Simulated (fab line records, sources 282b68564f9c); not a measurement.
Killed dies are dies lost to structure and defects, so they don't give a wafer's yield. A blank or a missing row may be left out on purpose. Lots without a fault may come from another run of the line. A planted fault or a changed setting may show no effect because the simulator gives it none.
A struck lot beside a sound one | flow rit_cmos | 40 steps out of a route of 202
Sound: wafers L996.3, L996.4, L996.6. Struck: wafers L104.2, L104.4, L104.6. The cause comes at the end.
At each step with rows: each side's tool, then ch and its chambers, then its first start. Under that, the readings that differ: sound wafers | struck wafers | difference of the means | sigmas: that difference in standard deviations of wafers without a fault.
alike: readings whose means differ by less than 2 such deviations, and words and numbers that are the same on both sides. not compared: withheld readings, readings that some wafer has no value for, bounds like >300 that may hide the same value, and numbers for which the record gives no deviation and whose values overlap.
The two part at a step that has a row with sigmas, a row that says differs or no value, or rows on one side only. Numbers that don't overlap but have no deviation are shown without sigmas and don't part them. A reading that every wafer of one side lacks parts them only if that side has two wafers or more.

first, 1 step without rows for these wafers: RIT_NWELL_IMPLANT_08.
RIT_NWELL_STRIP_09: strips in O2, time 180 s.
  sound on plasma_asher-04 ch 0,1, day 2 05:16; struck on plasma_asher-01 ch 0, day 3 21:03
  alike: chamber_pressure_mTorr, drypump_motor_current_A
  not compared: rf_hours_counter_h
RIT_NWELL_TW_MEAS_10:
  sound on film_metro-03, day 2 05:25; struck on film_metro-03, day 3 21:14
  alike: NWELL_TW
then, 6 steps without rows for these wafers: RIT_PWELL_HMDS_00 (prime time 60 s); RIT_PWELL_COAT_01 (resist thk 1300 nm); RIT_PWELL_SOFTBAKE_02 (time 60 s); RIT_PWELL_EXPOSE_03 (exposes mask M3, target cd 43700 nm); RIT_PWELL_PEB_04; RIT_PWELL_DEVELOP_05 (develop time 68 s).
RIT_PWELL_OVL_MEAS_06:
  sound on overlay-02, day 2 06:28; struck on overlay-02, day 3 22:10
  alike: PWELL_OVL
then, 2 steps without rows for these wafers: RIT_PWELL_HARDBAKE_07 (time 120 s); RIT_PWELL_IMPLANT_08.
RIT_PWELL_STRIP_09: strips in O2, time 180 s.
  sound on plasma_asher-02 ch 0,1, day 2 06:57; struck on plasma_asher-04 ch 1, day 3 22:36
  no value came back on the struck wafers for chamber_pressure_mTorr (mTorr), drypump_motor_current_A (A), time_s (s); on the sound wafers chamber_pressure_mTorr (mTorr) reads 3999 3996 4007
  reading                                    | sound | struck         | difference | sigmas
  model.NOVOLAK_of_PWELL_COAT_01.thk_nm (nm) | 0 0 0 | 1140 1139 1139 | +1139      |
  not compared: rf_hours_counter_h
RIT_PWELL_TW_MEAS_10:
  sound on film_metro-04, day 2 07:05; struck on film_metro-03, day 3 22:47
  reading  | sound       | struck      | difference | sigmas
  PWELL_TW | 955 950 949 | 936 943 941 | -11        | -2
then, 1 step without rows for these wafers: RIT_WELLDRIVE_ANNEAL_00 (time 14700 s).
RIT_WELLDRIVE_RS_MEAS_01: measures by four-point-probe.
  sound on film_metro-01, day 2 13:11; struck on film_metro-01, day 4 05:10
  alike: NWELL_RS
RIT_WELLDRIVE_RS_MEAS_02: measures by four-point-probe.
  sound on film_metro-01, day 2 13:18; struck on film_metro-01, day 4 05:17
  alike: PWELL_RS
then, 6 steps without rows for these wafers: RIT_NRETRO_HMDS_00 (prime time 60 s); RIT_NRETRO_COAT_01 (resist thk 1300 nm); RIT_NRETRO_SOFTBAKE_02 (time 60 s); RIT_NRETRO_EXPOSE_03 (exposes mask M4, target cd 43900 nm); RIT_NRETRO_PEB_04; RIT_NRETRO_DEVELOP_05 (develop time 68 s).
RIT_NRETRO_OVL_MEAS_06:
  sound on overlay-02, day 2 14:23; struck on overlay-01, day 4 06:17
  reading         | sound          | struck      | difference | sigmas
  NRETRO_OVL (nm) | -2.3 -1.8 -1.8 | 2.0 1.6 0.3 | +3.3       | +2
then, 2 steps without rows for these wafers: RIT_NRETRO_HARDBAKE_07 (time 120 s); RIT_NRETRO_IMPLANT_08.
RIT_NRETRO_STRIP_09: strips in O2, time 180 s.
  sound on plasma_asher-01 ch 0,1, day 2 14:53; struck on plasma_asher-02 ch 0,1, day 4 06:43
  alike: chamber_pressure_mTorr, drypump_motor_current_A
  not compared: rf_hours_counter_h
RIT_NRETRO_TW_MEAS_10:
  sound on film_metro-03, day 2 15:01; struck on film_metro-02, day 4 06:53
  reading   | sound          | struck   | difference | sigmas
  NRETRO_TW | 1045 1043 1046 | 30 30 30 | -1015      | -99 or more
then, 6 steps without rows for these wafers: RIT_PRETRO_HMDS_00 (prime time 60 s); RIT_PRETRO_COAT_01 (resist thk 1300 nm); RIT_PRETRO_SOFTBAKE_02 (time 60 s); RIT_PRETRO_EXPOSE_03 (exposes mask M5, target cd 43700 nm); RIT_PRETRO_PEB_04; RIT_PRETRO_DEVELOP_05 (develop time 68 s).
RIT_PRETRO_OVL_MEAS_06:
  sound on overlay-01, day 2 16:08; struck on overlay-01, day 4 07:57
  reading         | sound       | struck        | difference | sigmas
  PRETRO_OVL (nm) | 4.7 4.2 2.1 | -0.1 -0.7 0.0 | -3.9       | -3
then, 2 steps without rows for these wafers: RIT_PRETRO_HARDBAKE_07 (time 120 s); RIT_PRETRO_IMPLANT_08.
RIT_PRETRO_STRIP_09: strips in O2, time 180 s.
  sound on plasma_asher-02 ch 0,1, day 2 16:37; struck on plasma_asher-02 ch 0,1, day 4 08:23
  alike: chamber_pressure_mTorr, drypump_motor_current_A
  not compared: rf_hours_counter_h
RIT_PRETRO_TW_MEAS_10:
  sound on film_metro-02, day 2 16:46; struck on film_metro-01, day 4 08:34
  reading   | sound             | struck         | difference | sigmas
  PRETRO_TW | 471.8 474.6 472.2 | 29.7 29.6 29.7 | -443.2     | -99 or more
then, 1 step without rows for these wafers: RIT_GATE_WET_ETCH_00 (etches SiO2 in BOE, target depth 56 nm, time 60 s).

WHERE THEY PART
First at RIT_PWELL_STRIP_09; last, within this record, at RIT_PRETRO_TW_MEAS_10.

WHY: what the simulator had put in
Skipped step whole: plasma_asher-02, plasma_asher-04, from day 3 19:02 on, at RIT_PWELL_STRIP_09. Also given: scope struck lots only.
